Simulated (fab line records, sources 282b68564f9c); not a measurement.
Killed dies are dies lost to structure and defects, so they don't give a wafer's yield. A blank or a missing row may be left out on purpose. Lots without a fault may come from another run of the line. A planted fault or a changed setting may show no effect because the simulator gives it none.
fab line records | flow rit_cmos
record lots=5 wafers=23
route steps=202 shown M1@200
start_h: hours from the record's first day to the start of the lot's first wafer shown | wait_h: hours since the lot's step before | " the same as in the row above | L1.1+2: a row that stands for several wafers | - no value, or no start given | * or withheld: withheld | < > ~ a bound
route shown NAME@n: a module of which the file shows steps, and the number in the route of the first | usual: mean/standard deviation of fault-free wafers | same: alike in all rows | chamber/n: place in a boat | sites: the reading at each site | _std_site: their standard deviation | _edge_site: outer sites' mean less inner sites' | radius_mm: how far each site lies from the wafer's centre | mask NAME#n: copy n | behind: the tool/chamber that last shaped the wafer | hold: why the lot was held/for how many hours/how that ended | device: the transistor (n, p or np) that didn't switch | end of line: the same wafers' tests at the end of the route | a step without rows: its recipe alone | killed: dies lost to structure and defects at the first sort, not the wafer's yield | map: a wafer's dies, x killed, . not, _ none there
set.NAME: the setting as run; set.NAME@STEP: as run at that earlier step | model.NAME: the simulator's own value behind a step, which no gauge read
lots whose settings were changed on purpose; a table a step, a row a wafer
## steps
# step RIT_M1_ANNEAL_15
# recipe temp_c=450 time_s=1800 ambient=forming_gas_H2N2
# columns lot.wafer tool chamber start_h wait_h set.time_s
L077.1+2+3+5+6 - - - 0.1 1700
L079.1+2+3+4+6 - - - 0.1 2043
L080.1+2+3+4+5 - - - 0.9 2064
L081.2+3+5 furnace-02 0 98.44 0.1 1800
L082.2+3+4+5+6 - - - 0.1 1554
# step RIT_M1_PROBE_99
# usual killed_at_contacts=0.1/0.36 killed_at_front_end=7/3.1 killed_dies=7/3.3 killed_open=3.8/2.5 killed_short=3.4/2.1
# same gross_dies=264 killed_at_M0_to_M3=0 killed_at_M4_up=0 killed_at_back_side=0 killed_at_other=0
# columns lot.wafer tool chamber start_h wait_h set.time_s@CONTACT_CVD_00 killed_at_contacts killed_at_front_end killed_dies killed_open killed_short
L077.1 prober-01 - 76.23 0.1 52.02 0 19 19 4 3
L077.2 prober-01 - 76.28 0.1 52.02 1 13 14 7 7
L077.3 prober-01 - 76.33 0.2 61 0 19 19 1 1
L077.5 prober-01 - 76.43 0.2 61 0 22 22 5 2
L077.6 prober-01 - 76.48 0.2 61 0 6 6 3 3
L079.1 prober-01 - 94.78 0.1 61 0 8 8 3 5
L079.2 prober-01 - 94.83 0.1 61 0 30 30 5 7
L079.3 prober-01 - 94.88 0.2 69.04 244 20 264 8 3
L079.4 prober-01 - 94.93 0.2 61 2 12 14 4 10
L079.6 prober-01 - 95.03 0.2 69.04 253 11 264 8 4
L080.1 prober-02 - 96.28 0.1 61 0 256 256 4 2
L080.2 prober-02 - 96.33 0.1 61 0 7 7 3 4
L080.3 prober-02 - 96.38 0.2 66.59 0 10 10 6 4
L080.4 prober-02 - 96.43 0.2 66.59 0 9 9 2 7
L080.5 prober-02 - 96.48 0.2 66.59 0 226 226 2 3
L081.2 prober-01 - 100.11 0.1 61 0 5 5 3 2
L081.3 prober-01 - 100.16 0.2 61 0 9 9 4 5
L081.5 prober-01 - 100.26 0.2 61 0 11 11 7 4
L082.2 prober-02 - 108.56 0.1 61 0 3 3 1 2
L082.3 prober-02 - 108.61 0.2 61 0 3 3 1 2
L082.4 prober-02 - 108.66 0.2 64.74 0 4 4 2 2
L082.5 prober-02 - 108.71 0.2 64.74 0 12 12 6 6
L082.6 prober-02 - 108.76 0.2 64.74 8 16 24 11 5
# killed by level:class
L077.1 GATE:area_expose=12 GATE:geometric_particle:open=2 REOX:geometric_particle:open=2 FOX1:geometric_particle:short=1 GATE:geometric_particle:short=1 SILICIDE:geometric_particle:short=1
L077.2 GATE:geometric_particle:short=4 GATE:geometric_particle:open=3 SPACER:geometric_particle:short=2 FOX1:geometric_particle:short=1 FOX2:geometric_particle:open=1 REOX:geometric_particle:open=1 SPACER:geometric_particle:open=1 CONTACT:geometric_particle:open=1
L077.3 GATE:area_expose=17 FOX2:geometric_particle:open=1 GATE:geometric_particle:short=1
L077.5 GATE:area_expose=15 REOX:geometric_particle:open=2 GATE:geometric_particle:open=2 FOX2:geometric_particle:short=1 GATE:geometric_particle:short=1 SPACER:geometric_particle:open=1
L077.6 FOX1:geometric_particle:open=1 GATE:geometric_particle:short=1 SPACER:geometric_particle:short=1 SPACER:geometric_particle:open=1 SILICIDE:geometric_particle:open=1 SILICIDE:geometric_particle:short=1
L079.1 GATE:geometric_particle:short=3 SILICIDE:geometric_particle:short=2 ACTIVE:geometric_particle:open=1 FOX2:geometric_particle:open=1 SILICIDE:geometric_particle:open=1
L079.2 GATE:area_expose=18 SILICIDE:geometric_particle:short=4 FOX1:geometric_particle:open=2 GATE:geometric_particle:short=2 GATE:geometric_particle:open=2 FOX1:geometric_particle:short=1 SILICIDE:geometric_particle:open=1
L079.3 CONTACT:area_etch=243 GATE:area_expose=10 GATE:geometric_particle:open=6 GATE:geometric_particle:short=2 FOX1:geometric_particle:short=1 REOX:geometric_particle:open=1 CONTACT:geometric_particle:open=1
L079.4 GATE:geometric_particle:short=4 SILICIDE:geometric_particle:short=3 SILICIDE:geometric_particle:open=2 REOX:geometric_particle:short=1 REOX:geometric_particle:open=1 SPACER:geometric_particle:short=1 CONTACT:geometric_particle:open=1 CONTACT:geometric_particle:short=1
L079.6 CONTACT:area_etch=252 GATE:geometric_particle:open=4 GATE:geometric_particle:short=2 REOX:geometric_particle:open=2 REOX:geometric_particle:short=2 SPACER:geometric_particle:open=1 CONTACT:geometric_particle:open=1
L080.1 GATE:area_expose=250 GATE:geometric_particle:open=2 FOX1:geometric_particle:open=1 FOX2:geometric_particle:open=1 FOX2:geometric_particle:short=1 GATE:geometric_particle:short=1
L080.2 FOX1:geometric_particle:short=2 FOX2:geometric_particle:open=2 FOX1:geometric_particle:open=1 REOX:geometric_particle:short=1 SILICIDE:geometric_particle:short=1
L080.3 GATE:geometric_particle:open=2 REOX:geometric_particle:short=2 SILICIDE:geometric_particle:open=2 FOX1:geometric_particle:open=1 FOX2:geometric_particle:open=1 FOX2:geometric_particle:short=1 GATE:geometric_particle:short=1
L080.4 FOX1:geometric_particle:short=2 FOX2:geometric_particle:short=2 GATE:geometric_particle:short=2 FOX2:geometric_particle:open=1 SPACER:geometric_particle:short=1 SILICIDE:geometric_particle:open=1
L080.5 GATE:area_expose=221 GATE:geometric_particle:open=2 FOX1:geometric_particle:short=1 GATE:geometric_particle:short=1 REOX:geometric_particle:short=1
L081.2 FOX1:geometric_particle:open=1 GATE:geometric_particle:short=1 GATE:geometric_particle:open=1 REOX:geometric_particle:open=1 REOX:geometric_particle:short=1
L081.3 GATE:geometric_particle:open=3 FOX1:geometric_particle:short=2 GATE:geometric_particle:short=1 SPACER:geometric_particle:open=1 SPACER:geometric_particle:short=1 SILICIDE:geometric_particle:short=1
L081.5 GATE:geometric_particle:open=5 GATE:geometric_particle:short=3 FOX1:geometric_particle:open=1 FOX1:geometric_particle:short=1 FOX2:geometric_particle:open=1
L082.2 FOX2:geometric_particle:short=1 REOX:geometric_particle:short=1 SPACER:geometric_particle:open=1
L082.3 FOX1:geometric_particle:short=1 FOX1:geometric_particle:open=1 REOX:geometric_particle:short=1
L082.4 GATE:geometric_particle:open=1 REOX:geometric_particle:short=1 REOX:geometric_particle:open=1 SPACER:geometric_particle:short=1
L082.5 GATE:geometric_particle:open=5 FOX2:geometric_particle:short=2 GATE:geometric_particle:short=2 FOX1:geometric_particle:short=1 FOX2:geometric_particle:open=1 SPACER:geometric_particle:short=1
L082.6 CONTACT:area_etch=8 GATE:geometric_particle:open=5 GATE:geometric_particle:short=3 FOX1:geometric_particle:open=2 FOX2:geometric_particle:open=2 FOX1:geometric_particle:short=1 FOX2:geometric_particle:short=1 REOX:geometric_particle:open=1
## key
split step=RIT_M1_ANNEAL_15 setting=time_s stated=1800 by=lot
response none clear
split outside_this_file step=RIT_CONTACT_CVD_00 setting=time_s
# split outside_this_file: this setting was split too, and the file shows its column; the key of that split is in another file
